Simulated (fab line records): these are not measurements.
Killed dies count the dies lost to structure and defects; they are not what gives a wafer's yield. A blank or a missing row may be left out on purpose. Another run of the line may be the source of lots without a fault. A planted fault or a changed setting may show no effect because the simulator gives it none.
Which tool was responsible? + flow rit_cmos + 45 wafers from 15 lots sampled at 2 of the route's 202 steps

== WHAT THE GAUGES READ, wafer by wafer ==
RIT_NSD_OVL_MEAS_06. Usual: for NSD_OVL the level is -1.2 nm and the standard deviation is 1.2.
| lot  | measured    | on         | NSD_OVL (nm)      | flag |
|------|-------------|------------|-------------------|------|
| L503 | day 3 11:29 | overlay-02 | -3.5 -3.9 -3.4    |      |
| L504 | day 3 17:58 | overlay-02 | -1.5 -0.8 -1.2    |      |
| L505 | day 3 23:10 | overlay-02 | -2.0 0.1 -2.6     |      |
| L506 | day 4 02:22 | overlay-02 | -0.8 0.0 0.3      |      |
| L508 | day 4 10:44 | overlay-02 | -1.3 -1.2 2.1     |      |
| L509 | day 4 13:44 | overlay-01 | -1.1 -2.6 -1.5    |      |
| L510 | day 4 19:31 | overlay-02 | -0.5 0.7 -0.8     |      |
| L511 | day 5 02:07 | overlay-01 | -0.6 -1.7 -0.5    |      |
| L512 | day 5 07:25 | overlay-02 | 418.2 419.7 418.2 | OFF  |
| L514 | day 5 15:26 | overlay-01 | 416.5 417.2 417.7 | OFF  |
| L516 | day 5 22:44 | overlay-02 | 418.7 417.8 419.2 | OFF  |
| L517 | day 6 05:59 | overlay-01 | -2.2 -0.6 -0.6    |      |
| L520 | day 6 22:10 | overlay-02 | -0.2 -0.4 1.2     |      |
| L523 | day 7 11:59 | overlay-01 | -2.6 -1.2 -1.2    |      |
| L524 | day 7 15:43 | overlay-01 | -1.0 -3.2 -0.5    |      |

== TOOL THAT RAN EACH LOT (tool first, then ch and the chambers of the sampled wafers, then the start) ==
| lot  | RIT_NSD_EXPOSE_03                  |
|------|------------------------------------|
| L503 | iline_stepper-02 ch 0, day 3 11:07 |
| L504 | iline_stepper-01 ch 0, day 3 17:34 |
| L505 | iline_stepper-02 ch 0, day 3 22:46 |
| L506 | iline_stepper-01 ch 0, day 4 01:59 |
| L508 | iline_stepper-01 ch 0, day 4 10:20 |
| L509 | iline_stepper-02 ch 0, day 4 13:20 |
| L510 | iline_stepper-02 ch 0, day 4 19:07 |
| L511 | iline_stepper-02 ch 0, day 5 01:43 |
| L512 | iline_stepper-01 ch 0, day 5 07:01 |
| L514 | iline_stepper-01 ch 0, day 5 15:02 |
| L516 | iline_stepper-01 ch 0, day 5 22:21 |
| L517 | iline_stepper-02 ch 0, day 6 05:37 |
| L520 | iline_stepper-02 ch 0, day 6 21:46 |
| L523 | iline_stepper-02 ch 0, day 7 11:32 |
| L524 | iline_stepper-02 ch 0, day 7 15:19 |
- RIT_NSD_EXPOSE_03: exposes mask M9, target cd 40700 nm.

== AS READ BY THE TOOLS THEMSELVES (means over the sampled wafers that have a number; for cases with no such wafer, the mark the record gives instead) ==
The record holds no such reading with a usual standard deviation.

== THE ANSWER, worked out from the rows above alone ==
Rule: take the mean of a lot's wafers that have a number; if it is more than 3 standard deviations from the usual mean, the lot is off. Also off: a lot with no number at a reading for which 4 or more lots have one. The other lots that the step has rows for count as sound. After the gauges, taken in route order, come the tools' own readings; for these a lot's mean is taken, as printed above. The first step at which some lot is off is used, and at that step the reading that is off furthest; a lot without a number counts as furthest.
Off: at RIT_NSD_OVL_MEAS_06 (NSD_OVL), L512, L514, L516.
A tool fits if, at a process step before that reading, it ran every lot that is off, and no sound lot after the first of them. Gauges at RIT_NSD_OVL_MEAS_06: tried the same way as those tools. One candidate fits, namely iline_stepper-01 at RIT_NSD_EXPOSE_03. Its last sound lot is L508 (day 4 10:20), its first lot that is off L512 (day 5 07:01): a fault that began between those two fits.

== WHAT THE SIMULATOR PUT IN ==
Scanner matching overlay: iline_stepper-01, from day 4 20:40 on, at RIT_NSD_EXPOSE_03. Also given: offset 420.
Shown lots that were struck: L512, L514, L516. This agrees with what the rule above found.
